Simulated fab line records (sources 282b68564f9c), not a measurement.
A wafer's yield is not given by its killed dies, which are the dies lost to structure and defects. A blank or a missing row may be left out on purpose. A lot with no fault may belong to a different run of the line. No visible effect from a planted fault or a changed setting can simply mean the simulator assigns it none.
The tool behind it: which one? || flow rit cmos || 13 lots with 39 wafers sampled at 4 steps, on a route of 202 steps

## WHAT THE GAUGES READ, wafer by wafer
RIT_NLDD_TW_MEAS_10. Usual: for NLDD_TW the level is 2479 and the standard deviation is 10.
{"lot": "L568", "measured": "day 3 00:17", "on": "film metro-03", "NLDD_TW": "2474 2486 2477", "flag": ""}
{"lot": "L569", "measured": "day 3 06:18", "on": "film metro-03", "NLDD_TW": "2472 2471 2464", "flag": ""}
{"lot": "L570", "measured": "day 3 09:22", "on": "film metro-01", "NLDD_TW": "2472 2486 2466", "flag": ""}
{"lot": "L572", "measured": "day 3 20:32", "on": "film metro-03", "NLDD_TW": "2474 2484 2474", "flag": ""}
{"lot": "L573", "measured": "day 4 00:10", "on": "film metro-03", "NLDD_TW": "2469 2488 2489", "flag": ""}
{"lot": "L576", "measured": "day 4 16:28", "on": "film metro-01", "NLDD_TW": "2483 2490 2490", "flag": ""}
{"lot": "L578", "measured": "day 5 02:46", "on": "film metro-03", "NLDD_TW": "2475 2485 2481", "flag": ""}
{"lot": "L582", "measured": "day 5 21:06", "on": "film metro-03", "NLDD_TW": "2472 2468 2480", "flag": ""}
{"lot": "L586", "measured": "day 6 17:59", "on": "film metro-01", "NLDD_TW": "2479 2485 2486", "flag": ""}
{"lot": "L587", "measured": "day 6 19:08", "on": "film metro-01", "NLDD_TW": "2491 2486 2489", "flag": ""}
{"lot": "L588", "measured": "day 6 22:44", "on": "film metro-02", "NLDD_TW": "2490 2490 2501", "flag": ""}
{"lot": "L589", "measured": "day 7 07:07", "on": "film metro-02", "NLDD_TW": "2477 2476 2483", "flag": ""}
{"lot": "L591", "measured": "day 7 18:11", "on": "film metro-02", "NLDD_TW": "2473 2489 2473", "flag": ""}

RIT_SPACER_THK_MEAS_04. Usual: for SPACER_NITRIDE_THK the level is 249.4 nm and the standard deviation is 1.8.
{"lot": "L568", "measured": "day 3 04:04", "on": "film metro-04", "SPACER_NITRIDE_THK (nm)": "251.1 250.4 248.7", "flag": ""}
{"lot": "L569", "measured": "day 3 10:05", "on": "film metro-04", "SPACER_NITRIDE_THK (nm)": "248.2 246.1 247.4", "flag": ""}
{"lot": "L570", "measured": "day 3 13:19", "on": "film metro-04", "SPACER_NITRIDE_THK (nm)": "251.5 253.9 251.4", "flag": ""}
{"lot": "L572", "measured": "day 4 00:23", "on": "film metro-03", "SPACER_NITRIDE_THK (nm)": "251.6 251.5 251.1", "flag": ""}
{"lot": "L573", "measured": "day 4 05:01", "on": "film metro-03", "SPACER_NITRIDE_THK (nm)": "250.5 247.9 248.7", "flag": ""}
{"lot": "L576", "measured": "day 4 21:58", "on": "film metro-03", "SPACER_NITRIDE_THK (nm)": "248.6 251.4 249.4", "flag": ""}
{"lot": "L578", "measured": "day 5 07:37", "on": "film metro-04", "SPACER_NITRIDE_THK (nm)": "252.0 248.2 249.9", "flag": ""}
{"lot": "L582", "measured": "day 6 02:00", "on": "film metro-04", "SPACER_NITRIDE_THK (nm)": "250.9 249.9 249.8", "flag": ""}
{"lot": "L586", "measured": "day 6 21:53", "on": "film metro-04", "SPACER_NITRIDE_THK (nm)": "248.4 250.1 248.2", "flag": ""}
{"lot": "L587", "measured": "day 6 23:52", "on": "film metro-02", "SPACER_NITRIDE_THK (nm)": "248.0 248.3 249.4", "flag": ""}
{"lot": "L588", "measured": "day 7 03:35", "on": "film metro-04", "SPACER_NITRIDE_THK (nm)": "249.5 251.0 248.9", "flag": ""}
{"lot": "L589", "measured": "day 7 11:01", "on": "film metro-02", "SPACER_NITRIDE_THK (nm)": "246.5 246.2 247.5", "flag": ""}
{"lot": "L591", "measured": "day 7 21:57", "on": "film metro-02", "SPACER_NITRIDE_THK (nm)": "250.7 251.9 251.2", "flag": ""}

RIT_CONTACT_CD_MEAS_08: the cd target is 1000 nm. Usual: cd nm at 998.9 nm, with a standard deviation of 2.1.
{"lot": "L568", "measured": "day 3 09:55", "on": "cd sem-01", "cd nm (nm)": "1002.0 1000.7 1000.6", "flag": ""}
{"lot": "L569", "measured": "day 3 15:59", "on": "cd sem-02", "cd nm (nm)": "996.9 996.4 997.8", "flag": ""}
{"lot": "L570", "measured": "day 3 19:16", "on": "cd sem-01", "cd nm (nm)": "1001.4 1000.5 1001.5", "flag": ""}
{"lot": "L572", "measured": "day 4 05:56", "on": "cd sem-01", "cd nm (nm)": "998.1 998.2 999.8", "flag": ""}
{"lot": "L573", "measured": "day 4 10:52", "on": "cd sem-01", "cd nm (nm)": "998.5 998.7 998.8", "flag": ""}
{"lot": "L576", "measured": "day 5 04:01", "on": "cd sem-02", "cd nm (nm)": "1000.0 996.9 998.5", "flag": ""}
{"lot": "L578", "measured": "day 5 13:32", "on": "cd sem-02", "cd nm (nm)": "1000.3 998.5 999.7", "flag": ""}
{"lot": "L582", "measured": "day 6 07:59", "on": "cd sem-02", "cd nm (nm)": "994.2 995.4 993.8", "flag": ""}
{"lot": "L586", "measured": "day 7 03:35", "on": "cd sem-02", "cd nm (nm)": "999.3 999.2 1001.5", "flag": ""}
{"lot": "L587", "measured": "day 7 05:45", "on": "cd sem-01", "cd nm (nm)": "1000.6 1001.5 1001.5", "flag": ""}
{"lot": "L588", "measured": "day 7 09:23", "on": "cd sem-02", "cd nm (nm)": "1001.5 1000.2 1000.6", "flag": ""}
{"lot": "L589", "measured": "day 7 16:39", "on": "cd sem-01", "cd nm (nm)": "995.0 996.8 994.3", "flag": ""}
{"lot": "L591", "measured": "day 8 03:53", "on": "cd sem-02", "cd nm (nm)": "995.0 994.1 996.4", "flag": ""}

## WHAT TOOL EACH LOT RAN ON (gives the tool, then ch and the chambers of the sampled wafers, and finally the start)
{"lot": "L568", "RIT_ACTIVE_CVD_03": "lpcvd-01 ch 0, day 1 12:17"}
{"lot": "L569", "RIT_ACTIVE_CVD_03": "lpcvd-01 ch 0, day 1 17:16"}
{"lot": "L570", "RIT_ACTIVE_CVD_03": "lpcvd-01 ch 1, day 1 22:07"}
{"lot": "L572", "RIT_ACTIVE_CVD_03": "lpcvd-02 ch 1, day 2 08:07"}
{"lot": "L573", "RIT_ACTIVE_CVD_03": "lpcvd-01 ch 0, day 2 14:31"}
{"lot": "L576", "RIT_ACTIVE_CVD_03": "lpcvd-02 ch 0, day 3 06:50"}
{"lot": "L578", "RIT_ACTIVE_CVD_03": "lpcvd-01 ch 1, day 3 15:24"}
{"lot": "L582", "RIT_ACTIVE_CVD_03": "lpcvd-02 ch 1, day 4 10:07"}
{"lot": "L586", "RIT_ACTIVE_CVD_03": "lpcvd-01 ch 0, day 5 07:23"}
{"lot": "L587", "RIT_ACTIVE_CVD_03": "lpcvd-01 ch 1, day 5 11:57"}
{"lot": "L588", "RIT_ACTIVE_CVD_03": "lpcvd-01 ch 1, day 5 16:56"}
{"lot": "L589", "RIT_ACTIVE_CVD_03": "lpcvd-01 ch 0, day 5 21:59"}
{"lot": "L591", "RIT_ACTIVE_CVD_03": "lpcvd-01 ch 0, day 6 07:41"}
- RIT_ACTIVE_CVD_03: deposits Si3N4 from SiH2Cl2/NH3, target thk 150 nm, time 1500 s.

## AS READ BY THE TOOLS THEMSELVES (means over the sampled wafers that have a number; for cases with no such wafer, the mark the record gives instead)
RIT_ACTIVE_CVD_03. Usual: pressure mtorr at 300.0 mTorr, with a standard deviation of 0.58.
{"lot": "L568", "tool": "lpcvd-01", "pressure mtorr (mTorr)": 299.7, "flag": ""}
{"lot": "L569", "tool": "lpcvd-01", "pressure mtorr (mTorr)": 300.2, "flag": ""}
{"lot": "L570", "tool": "lpcvd-01", "pressure mtorr (mTorr)": 300.4, "flag": ""}
{"lot": "L572", "tool": "lpcvd-02", "pressure mtorr (mTorr)": 299.1, "flag": ""}
{"lot": "L573", "tool": "lpcvd-01", "pressure mtorr (mTorr)": 300.4, "flag": ""}
{"lot": "L576", "tool": "lpcvd-02", "pressure mtorr (mTorr)": 300.1, "flag": ""}
{"lot": "L578", "tool": "lpcvd-01", "pressure mtorr (mTorr)": 300.1, "flag": ""}
{"lot": "L582", "tool": "lpcvd-02", "pressure mtorr (mTorr)": 299.8, "flag": ""}
{"lot": "L586", "tool": "lpcvd-01", "pressure mtorr (mTorr)": 300.9, "flag": ""}
{"lot": "L587", "tool": "lpcvd-01", "pressure mtorr (mTorr)": 299.3, "flag": ""}
{"lot": "L588", "tool": "lpcvd-01", "pressure mtorr (mTorr)": 300.0, "flag": ""}
{"lot": "L589", "tool": "lpcvd-01", "pressure mtorr (mTorr)": 299.9, "flag": ""}
{"lot": "L591", "tool": "lpcvd-01", "pressure mtorr (mTorr)": 300.2, "flag": ""}

## THE ANSWER, worked out from the rows above alone
Rule: take the mean of a lot's wafers that have a number; if it is more than 3 standard deviations from the usual mean, the lot is off. Also off: a lot with no number at a reading for which 4 or more lots have one. The other lots that the step has rows for count as sound. After the gauges, taken in route order, come the tools' own readings; for these a lot's mean is taken, as printed above. At the first step where some lot is off, the reading lying furthest off is the one used; lots without a number count as furthest.
None of the lots is off at any reading shown; this tells nothing.

## WHAT THE SIMULATOR HAD INSERTED
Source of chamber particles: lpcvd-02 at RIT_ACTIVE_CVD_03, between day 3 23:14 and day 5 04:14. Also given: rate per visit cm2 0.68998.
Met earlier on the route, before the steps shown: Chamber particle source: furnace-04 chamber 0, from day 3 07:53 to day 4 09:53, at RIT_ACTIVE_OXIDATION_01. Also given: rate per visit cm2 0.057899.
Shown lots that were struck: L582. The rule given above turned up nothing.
